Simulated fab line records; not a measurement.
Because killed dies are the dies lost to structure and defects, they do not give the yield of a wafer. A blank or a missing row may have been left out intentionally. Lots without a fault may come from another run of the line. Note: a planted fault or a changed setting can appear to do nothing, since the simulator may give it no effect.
fab line records	flow ritCmos
record lots=15	wafers=45	lastDay=8
route steps=202 shown ACTIVE@1 GATE@84 M1@199
lots with no fault: from the same line, run without faults
startH: hours from the record's first day to the start of the lot's first wafer shown	waitH: time in hours since the lot's previous step	" unchanged from the row above	L1.1+2: a row that stands for several wafers	- value missing, or start not given	* or withheld: withheld	< > ~ a bound
route shown NAME@n: NAME is a module with steps in the file, n the number in the route of the first one	usual: average and standard deviation across the fault-free wafers	same: alike in all rows	chamber/n: place in a boat	sites: each site's reading	_std_site: standard deviation across them	_edge_site: the outer-site mean with the inner-site mean subtracted	radiusMm: how far each site lies from the wafer's centre	mask NAME#n: copy n	behind: tool/chamber where the wafer was last shaped	hold: why the lot was held/for how many hours/how that ended	device: names the non-switching transistor (n, p or np)	end of line: the route-end tests of the same wafers	a step given without rows: its recipe and nothing more	killed: at the first sort, the dies lost to defects and structure; wafer yield is something else	map: per-die view of a wafer (x killed, . not killed, _ where there is no die)
set.NAME: the setting as run; set.NAME@STEP: as run at that earlier step	model.NAME: the simulator's own value behind a step, which no gauge read
steps of the route over a sample of lots; a table a step, a row a wafer
services: the hour from which a tool's chamber was out of use, counted from the record's first day as startH (under 0 if before that day), plus the number of hours and why
## steps
# step RIT_ACTIVE_BOW_MEAS_00
# recipe mode=bow
# usual INCOMING_BOW=-1/6.5
lot.wafer	tool	chamber	startH	waitH	INCOMING_BOW[um]
L625.1	filmMetro-03	-	10.00	-	3
L625.2	"	-	"	"	8
L625.6	"	-	"	"	-3
L626.2	filmMetro-04	-	15.02	-	4
L626.4	"	-	"	"	10
L626.6	"	-	"	"	4
L627.1	filmMetro-01	-	20.00	-	12
L627.4	"	-	"	"	2
L627.5	"	-	"	"	-7
L628.2	filmMetro-01	-	25.02	-	-10
L628.5	"	-	"	"	-9
L628.6	"	-	"	"	-4
L629.1	filmMetro-04	-	30.00	-	1
L629.2	"	-	"	"	5
L629.6	"	-	"	"	-6
L630.2	filmMetro-04	-	35.02	-	9
L630.3	"	-	"	"	0
L630.6	"	-	"	"	-14
L631.2	filmMetro-04	-	40.02	-	7
L631.4	"	-	"	"	-4
L631.5	"	-	"	"	-8
L632.3	filmMetro-04	-	45.04	-	-4
L632.4	"	-	"	"	6
L632.5	"	-	"	"	7
L633.2	filmMetro-04	-	50.02	-	-19
L633.3	"	-	"	"	2
L633.4	"	-	"	"	6
L634.1	filmMetro-04	-	55.00	-	-6
L634.5	"	-	"	"	-13
L634.6	"	-	"	"	-10
L635.1	filmMetro-04	-	60.00	-	4
L635.2	"	-	"	"	3
L635.6	"	-	"	"	3
L640.1	filmMetro-03	-	85.00	-	14
L640.2	"	-	"	"	-7
L640.3	"	-	"	"	5
L645.1	filmMetro-03	-	110.00	-	-8
L645.3	"	-	"	"	5
L645.4	"	-	"	"	3
L647.4	filmMetro-03	-	120.06	-	-11
L647.5	"	-	"	"	-1
L647.6	"	-	"	"	-2
L648.1	filmMetro-04	-	125.00	-	-3
L648.4	"	-	"	"	-8
L648.6	"	-	"	"	7
# step RIT_GATE_CVD_08
# recipe material=poly-Si	targetThkNm=250	tempC=610	precursor=SiH4	timeS=2220	pressureMtorr=300	sih4FlowSccm=100
# usual sih4FlowSccm=100.05/0.26	susceptorTempC=609.99/0.29
lot.wafer	tool	chamber	startH	waitH	sih4FlowSccm	susceptorTempC
L625.1	lpcvd-01	0	44.95	1.6	100.34	610.29
L625.2	"	0	"	"	100.17	609.71
L625.6	"	0	"	"	100.02	609.95
L626.2	lpcvd-02	0	45.52	0.0	99.86	610.24
L626.4	"	0	"	"	100.02	610.06
L626.6	"	0	"	"	99.46	610.37
L627.1	lpcvd-02	1	48.59	0.1	100.09	610.13
L627.4	"	1	"	"	100.45	610.25
L627.5	"	1	"	"	100.18	610.25
L628.2	lpcvd-01	0	51.43	0.0	99.73	610.21
L628.5	"	0	"	"	99.58	610.22
L628.6	"	0	"	"	99.41	610.25
L629.1	lpcvd-02	1	65.45	1.6	100.53	609.53
L629.2	"	1	"	"	99.69	609.46
L629.6	"	1	"	"	99.97	609.61
L630.2	lpcvd-02	1	65.45	0.3	100.43	610.51
L630.3	"	1	"	"	99.75	610.16
L630.6	"	1	"	"	99.87	610.14
L631.2	lpcvd-02	1	65.45	0.3	99.96	609.80
L631.4	"	1	"	"	99.97	610.06
L631.5	"	1	"	"	99.78	609.47
L632.3	lpcvd-02	0	70.19	0.0	100.26	609.90
L632.4	"	0	"	"	99.99	609.37
L632.5	"	0	"	"	99.79	610.40
L633.2	lpcvd-02	1	75.29	0.0	99.86	610.07
L633.3	"	1	"	"	99.56	610.10
L633.4	"	1	"	"	99.90	609.77
L633.2	lpcvd-02	1	78.83	1.9	100.03	610.11
L633.3	"	1	"	"	100.47	609.41
L633.4	"	1	"	"	99.91	609.68
L634.1	lpcvd-02	1	80.24	1.4	100.22	610.51
L634.5	"	1	"	"	100.02	609.79
L634.6	"	1	"	"	100.28	610.19
L634.1	lpcvd-02	1	83.78	1.9	99.77	609.70
L634.5	"	1	"	"	100.33	608.88
L634.6	"	1	"	"	100.08	609.80
L635.1	lpcvd-02	1	85.19	0.5	100.10	610.09
L635.2	"	1	"	"	99.96	609.90
L635.6	"	1	"	"	99.88	609.99
L635.1	lpcvd-01	1	88.62	1.8	100.17	610.16
L635.2	"	1	"	"	99.87	609.92
L635.6	"	1	"	"	99.81	609.92
L640.1	lpcvd-01	1	113.23	0.1	100.44	609.57
L640.2	"	1	"	"	100.36	609.37
L640.3	"	1	"	"	100.08	609.82
L645.1	lpcvd-01	0	142.80	0.1	100.22	609.90
L645.3	"	0	"	"	99.99	610.31
L645.4	"	0	"	"	100.36	609.55
L647.4	lpcvd-01	0	155.55	0.3	100.45	609.83
L647.5	"	0	"	"	100.05	609.88
L647.6	"	0	"	"	99.88	609.89
L648.1	lpcvd-01	1	160.50	0.1	100.13	609.74
L648.4	"	1	"	"	99.99	609.96
L648.6	"	1	"	"	100.37	610.26
# step RIT_GATE_THK_MEAS_09
# recipe reads=poly-Si_of_GATE_CVD_08
# usual GATE_POLY_THK=250.1/1.7
lot.wafer	tool	chamber	startH	waitH	GATE_POLY_THK[nm]
L625.1	filmMetro-04	-	46.56	0.0	251.2
L625.2	"	-	"	"	252.2
L625.6	"	-	"	"	252.5
L626.2	filmMetro-01	-	47.15	0.0	247.2
L626.4	"	-	"	"	248.2
L626.6	"	-	"	"	247.9
L627.1	filmMetro-04	-	50.21	0.0	249.5
L627.4	"	-	"	"	250.1
L627.5	"	-	"	"	250.8
L628.2	filmMetro-01	-	53.06	0.0	248.8
L628.5	"	-	"	"	249.3
L628.6	"	-	"	"	249.3
L629.1	filmMetro-02	-	67.06	0.0	249.0
L629.2	"	-	"	"	250.3
L629.6	"	-	"	"	248.3
L630.2	filmMetro-01	-	67.07	0.0	251.5
L630.3	"	-	"	"	251.1
L630.6	"	-	"	"	249.6
L631.2	filmMetro-04	-	67.07	0.0	249.9
L631.4	"	-	"	"	249.4
L631.5	"	-	"	"	247.9
L632.3	filmMetro-02	-	71.83	0.0	251.0
L632.4	"	-	"	"	250.8
L632.5	"	-	"	"	249.9
L633.2	filmMetro-04	-	80.47	0.0	504.9
L633.3	"	-	"	"	503.9
L633.4	"	-	"	"	504.8
L633.2	filmMetro-04	-	80.70	0.2	505.2
L633.3	"	-	"	"	504.2
L633.4	"	-	"	"	505.0
L634.1	filmMetro-04	-	85.39	0.0	504.5
L634.5	"	-	"	"	501.7
L634.6	"	-	"	"	501.4
L634.1	filmMetro-04	-	85.62	0.2	504.4
L634.5	"	-	"	"	501.1
L634.6	"	-	"	"	501.1
L635.1	filmMetro-01	-	90.24	0.0	501.9
L635.2	"	-	"	"	500.8
L635.6	"	-	"	"	500.9
L635.1	filmMetro-01	-	90.57	0.3	501.7
L635.2	"	-	"	"	500.7
L635.6	"	-	"	"	500.8
L640.1	filmMetro-02	-	114.85	0.0	252.0
L640.2	"	-	"	"	251.0
L640.3	"	-	"	"	249.8
L645.1	filmMetro-04	-	144.42	0.0	251.1
L645.3	"	-	"	"	251.3
L645.4	"	-	"	"	250.5
L647.4	filmMetro-01	-	158.00	0.0	249.5
L647.5	"	-	"	"	249.1
L647.6	"	-	"	"	246.9
L648.1	filmMetro-01	-	162.12	0.0	247.0
L648.4	"	-	"	"	248.8
L648.6	"	-	"	"	248.6
# step RIT_M1_CD_MEAS_90
# recipe targetCdNm=2600
# usual cdNm=2600.3/2.5
lot.wafer	tool	chamber	startH	waitH	cdNm
L625.1	cdSem-02	-	66.08	0.1	2600.1
L625.2	"	-	"	"	2602.0
L625.6	"	-	"	"	2599.6
L626.2	cdSem-01	-	68.44	0.1	2603.0
L626.4	"	-	"	"	2601.6
L626.6	"	-	"	"	2605.7
L627.1	cdSem-02	-	70.68	0.1	2602.7
L627.4	"	-	"	"	2596.4
L627.5	"	-	"	"	2601.2
L628.2	cdSem-02	-	75.49	0.1	2598.7
L628.5	"	-	"	"	2600.6
L628.6	"	-	"	"	2596.6
L631.2	cdSem-02	-	88.91	0.1	2603.1
L631.4	"	-	"	"	2600.5
L631.5	"	-	"	"	2598.5
L630.2	cdSem-01	-	89.01	0.1	2597.1
L630.3	"	-	"	"	2597.0
L630.6	"	-	"	"	2600.6
L629.1	cdSem-02	-	89.31	0.1	2603.2
L629.2	"	-	"	"	2606.0
L629.6	"	-	"	"	2602.2
L632.3	cdSem-01	-	93.53	0.1	2600.7
L632.4	"	-	"	"	2599.7
L632.5	"	-	"	"	2598.9
L640.1	cdSem-02	-	133.90	0.1	2605.7
L640.2	"	-	"	"	2606.0
L640.3	"	-	"	"	2606.2
L645.1	cdSem-02	-	165.32	0.1	2598.4
L645.3	"	-	"	"	2599.5
L645.4	"	-	"	"	2602.1
L647.4	cdSem-02	-	181.53	0.1	2600.6
L647.5	"	-	"	"	2600.5
L647.6	"	-	"	"	2598.2
L648.1	cdSem-02	-	183.04	0.1	2606.2
L648.4	"	-	"	"	2601.0
L648.6	"	-	"	"	2602.1
# step RIT_M1_PROBE_99
# usual defectLimitedYield=97.3/1.1	killedAtContacts=0.0/0.2	killedAtFrontEnd=7/3	killedDies=7/3	killedOnRim=2.1/1.6	killedOpen=3.4/1.8	killedShort=3.8/2.1	sort_bin_3_pad_short=0.2/0.27	sort_bin_5_function=1.5/0.8	sort_bin_6_memory=1.1/0.7	sortNPass=257/3	sortYieldPct=97.3/1.1
# same grossDies=264	killed_at_M0_to_M3=0	killed_at_M4_up=0	killedAtBackSide=0	killedAtOther=0
lot.wafer	tool	chamber	startH	waitH	defectLimitedYield[%]	killedAtContacts	killedAtFrontEnd	killedDies	killedOnRim	killedOpen	killedShort	sort_bin_3_pad_short[%]	sort_bin_5_function[%]	sort_bin_6_memory[%]	sortNPass	sortYieldPct[%]
L625.1	prober-01	-	67.82	0.1	97.0	0	8	8	2	6	2	0.4	1.1	1.5	256	97.0
L625.2	prober-01	-	67.87	0.1	95.8	1	10	11	1	7	4	0.8	1.9	1.5	253	95.8
L625.6	prober-01	-	68.07	0.2	96.2	0	10	10	6	6	4	0	2.7	1.1	254	96.2
L626.2	prober-02	-	70.21	0.1	94.7	0	14	14	3	7	7	0.4	3.4	1.5	250	94.7
L626.4	prober-02	-	70.31	0.2	97.0	0	8	8	4	3	5	0.4	0.8	1.9	256	97.0
L626.6	prober-02	-	70.41	0.2	97.7	0	6	6	3	2	4	0	1.5	0.8	258	97.7
L627.1	prober-01	-	72.42	0.1	95.8	0	11	11	5	9	2	0	2.3	1.9	253	95.8
L627.4	prober-01	-	72.57	0.2	97.7	0	6	6	1	3	3	0	1.1	1.1	258	97.7
L627.5	prober-01	-	72.62	0.2	98.1	0	5	5	1	4	1	0	1.5	0.4	259	98.1
L628.2	prober-02	-	77.26	0.1	97.3	0	7	7	0	3	4	0.4	1.1	1.1	257	97.3
L628.5	prober-02	-	77.41	0.2	98.1	0	5	5	1	1	4	0	1.1	0.8	259	98.1
L628.6	prober-02	-	77.46	0.2	97.3	0	7	7	1	4	3	0	1.9	0.8	257	97.3
L631.2	prober-01	-	90.68	0.1	97.0	0	8	8	4	3	5	0	1.5	1.5	256	97.0
L631.4	prober-01	-	90.78	0.2	96.6	0	9	9	4	5	4	0.4	1.5	1.5	255	96.6
L631.5	prober-01	-	90.83	0.2	98.9	0	3	3	1	0	3	0	0.4	0.8	261	98.9
L629.1	prober-01	-	92.13	0.1	97.7	0	6	6	1	5	1	0	1.9	0.4	258	97.7
L629.2	prober-01	-	92.18	0.1	97.3	0	7	7	1	3	4	0.4	1.1	1.1	257	97.3
L629.6	prober-01	-	92.38	0.2	98.5	0	4	4	2	3	1	0	1.5	0	260	98.5
L630.2	prober-02	-	92.18	0.1	98.1	0	5	5	1	3	2	0	1.1	0.8	259	98.1
L630.3	prober-02	-	92.23	0.2	97.3	0	7	7	4	4	3	0	1.9	0.8	257	97.3
L630.6	prober-02	-	92.38	0.2	99.2	0	2	2	0	2	0	0	0.4	0.4	262	99.2
L632.3	prober-01	-	95.33	0.2	98.1	0	5	5	0	1	4	0.4	0.8	0.8	259	98.1
L632.4	prober-01	-	95.38	0.2	98.1	0	5	5	1	0	5	0.4	1.5	0	259	98.1
L632.5	prober-01	-	95.43	0.2	98.5	0	4	4	2	2	2	0	0.8	0.8	260	98.5
L640.1	prober-01	-	135.64	0.1	97.0	0	8	8	3	1	7	0.4	1.5	1.1	256	97.0
L640.2	prober-01	-	135.69	0.1	98.5	0	4	4	1	1	3	0	0.8	0.8	260	98.5
L640.3	prober-01	-	135.74	0.2	97.3	0	7	7	3	4	3	0	1.9	0.8	257	97.3
L645.1	prober-02	-	167.06	0.1	95.1	0	13	13	2	4	9	0.4	3.0	1.5	251	95.1
L645.3	prober-02	-	167.16	0.2	98.1	0	5	5	1	3	2	0	1.1	0.8	259	98.1
L645.4	prober-02	-	167.21	0.2	96.2	0	10	10	2	6	4	0.4	2.3	1.1	254	96.2
L647.4	prober-02	-	183.36	0.2	97.3	0	7	7	2	3	4	0.4	1.9	0.4	257	97.3
L647.5	prober-02	-	183.41	0.2	99.2	0	2	2	1	2	0	0	0.4	0.4	262	99.2
L647.6	prober-02	-	183.46	0.2	98.1	0	5	5	2	2	3	0	1.5	0.4	259	98.1
L648.1	prober-01	-	184.78	0.1	97.0	0	8	8	5	3	5	0.4	0.4	2.3	256	97.0
L648.4	prober-01	-	184.93	0.2	97.0	1	7	8	3	5	3	0	1.5	1.5	256	97.0
L648.6	prober-01	-	185.03	0.2	93.6	0	17	17	3	4	13	0	2.7	3.8	247	93.6
# killed by level:class
L625.1 GATE:geometricParticle:open=3 GATE:geometricParticle:short=2 REOX:geometricParticle:open=2 FOX1:geometricParticle:open=1
L625.2 GATE:geometricParticle:open=4 SILICIDE:geometricParticle:open=3 GATE:geometricParticle:short=2 REOX:geometricParticle:short=1 CONTACT:geometricParticle:short=1
L625.6 GATE:geometricParticle:open=2 GATE:geometricParticle:short=2 REOX:geometricParticle:open=2 REOX:geometricParticle:short=2 FOX1:geometricParticle:open=1 SILICIDE:geometricParticle:open=1
L626.2 GATE:geometricParticle:open=4 GATE:geometricParticle:short=4 SILICIDE:geometricParticle:short=2 FOX1:geometricParticle:open=1 REOX:geometricParticle:open=1 SPACER:geometricParticle:short=1 SPACER:geometricParticle:open=1
L626.4 GATE:geometricParticle:short=2 SPACER:geometricParticle:open=2 SPACER:geometricParticle:short=2 SILICIDE:geometricParticle:short=1 SILICIDE:geometricParticle:open=1
L626.6 REOX:geometricParticle:short=2 FOX1:geometricParticle:open=1 GATE:geometricParticle:short=1 REOX:geometricParticle:open=1 SPACER:geometricParticle:short=1
L627.1 GATE:geometricParticle:open=5 FOX2:geometricParticle:open=2 FOX1:geometricParticle:short=1 REOX:geometricParticle:short=1 SPACER:geometricParticle:open=1 SILICIDE:geometricParticle:open=1
L627.4 GATE:geometricParticle:open=3 FOX1:geometricParticle:short=1 FOX2:geometricParticle:short=1 SILICIDE:geometricParticle:short=1
L627.5 SILICIDE:geometricParticle:open=3 FOX2:geometricParticle:open=1 GATE:geometricParticle:short=1
L628.2 GATE:geometricParticle:short=3 FOX1:geometricParticle:open=1 FOX2:geometricParticle:open=1 REOX:geometricParticle:short=1 SPACER:geometricParticle:open=1
L628.5 GATE:geometricParticle:short=2 FOX1:geometricParticle:short=1 FOX2:geometricParticle:open=1 SPACER:geometricParticle:short=1
L628.6 FOX1:geometricParticle:open=1 FOX2:geometricParticle:open=1 GATE:geometricParticle:short=1 REOX:geometricParticle:short=1 REOX:geometricParticle:open=1 SPACER:geometricParticle:open=1 SILICIDE:geometricParticle:short=1
L631.2 GATE:geometricParticle:short=5 GATE:geometricParticle:open=2 SPACER:geometricParticle:open=1
L631.4 GATE:geometricParticle:open=4 GATE:geometricParticle:short=3 FOX2:geometricParticle:open=1 SILICIDE:geometricParticle:short=1
L631.5 FOX1:geometricParticle:short=1 GATE:geometricParticle:short=1 REOX:geometricParticle:short=1
L629.1 GATE:geometricParticle:open=5 SPACER:geometricParticle:short=1
L629.2 GATE:geometricParticle:short=3 SILICIDE:geometricParticle:open=2 FOX1:geometricParticle:short=1 REOX:geometricParticle:open=1
L630.2 GATE:geometricParticle:short=2 FOX1:geometricParticle:open=1 GATE:geometricParticle:open=1 SPACER:geometricParticle:open=1
L630.3 SPACER:geometricParticle:short=2 SPACER:geometricParticle:open=2 FOX1:geometricParticle:open=1 FOX2:geometricParticle:open=1 REOX:geometricParticle:short=1
L629.6 SPACER:geometricParticle:open=2 FOX1:geometricParticle:short=1 GATE:geometricParticle:open=1
L630.6 FOX1:geometricParticle:open=1 SILICIDE:geometricParticle:open=1
L632.3 FOX1:geometricParticle:short=2 FOX2:geometricParticle:short=1 SPACER:geometricParticle:open=1 SILICIDE:geometricParticle:short=1
L632.4 GATE:geometricParticle:short=3 FOX2:geometricParticle:short=1 SPACER:geometricParticle:short=1
L632.5 GATE:geometricParticle:open=2 FOX1:geometricParticle:short=1 SPACER:geometricParticle:short=1
L640.1 REOX:geometricParticle:short=3 SILICIDE:geometricParticle:short=2 GATE:geometricParticle:short=1 GATE:geometricParticle:open=1 SPACER:geometricParticle:short=1
L640.2 FOX1:geometricParticle:short=1 GATE:geometricParticle:short=1 SILICIDE:geometricParticle:short=1 SILICIDE:geometricParticle:open=1
L640.3 GATE:geometricParticle:short=2 FOX1:geometricParticle:open=1 FOX2:geometricParticle:open=1 FOX2:geometricParticle:short=1 GATE:geometricParticle:open=1 SPACER:geometricParticle:open=1
L645.1 GATE:geometricParticle:short=4 FOX1:geometricParticle:short=3 FOX1:geometricParticle:open=2 FOX2:geometricParticle:short=2 GATE:geometricParticle:open=2
L645.3 GATE:geometricParticle:open=3 GATE:geometricParticle:short=2
L645.4 FOX1:geometricParticle:open=3 FOX2:geometricParticle:short=2 GATE:geometricParticle:short=2 SILICIDE:geometricParticle:open=2 GATE:geometricParticle:open=1
L647.4 FOX1:geometricParticle:open=1 FOX1:geometricParticle:short=1 FOX2:geometricParticle:short=1 FOX2:geometricParticle:open=1 SPACER:geometricParticle:short=1 SILICIDE:geometricParticle:short=1 SILICIDE:geometricParticle:open=1
L647.5 SILICIDE:geometricParticle:open=2
L647.6 FOX1:geometricParticle:short=1 FOX2:geometricParticle:open=1 GATE:geometricParticle:short=1 SPACER:geometricParticle:open=1 SILICIDE:geometricParticle:short=1
L648.1 SPACER:geometricParticle:short=2 FOX2:geometricParticle:open=1 FOX2:geometricParticle:short=1 GATE:geometricParticle:open=1 GATE:geometricParticle:short=1 REOX:geometricParticle:short=1 SILICIDE:geometricParticle:open=1
L648.4 REOX:geometricParticle:open=2 SPACER:geometricParticle:open=2 REOX:geometricParticle:short=1 SPACER:geometricParticle:short=1 SILICIDE:geometricParticle:short=1 CONTACT:geometricParticle:open=1
L648.6 GATE:geometricParticle:short=4 FOX1:geometricParticle:short=3 SPACER:geometricParticle:short=3 FOX2:geometricParticle:short=2 FOX1:geometricParticle:open=1 GATE:geometricParticle:open=1 REOX:geometricParticle:open=1 SPACER:geometricParticle:open=1
## services
tool	chamber	startH	hours	kind
lpcvd-02	-	36.00	6.1	pm
lpcvd-02	-	54.66	2.6	repair
## key
firstSign step=RIT_GATE_CVD_08	reading=visit	direction=added
effect step=RIT_GATE_THK_MEAS_09	reading=visit	direction=added
effect step=RIT_GATE_THK_MEAS_09	reading=GATE_POLY_THK	direction=up	sigmas=99+	usual=250.1	struck=502.8
metAt RIT_GATE_CVD_08
struckLots L633,L634,L635
scrappedBehind RIT_GATE_THK_MEAS_09 L633.2,L633.3,L633.4,L634.1,L634.5,L634.6,L635.1,L635.2,L635.6
notActingAt RIT_ACTIVE_BOW_MEAS_00,RIT_M1_CD_MEAS_90
fault kind=repeatedStepWhole	tool=lpcvd-01,lpcvd-02	chamber=-	onsetH=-	steps=RIT_GATE_CVD_08	times=1	scope=struckLotsOnly
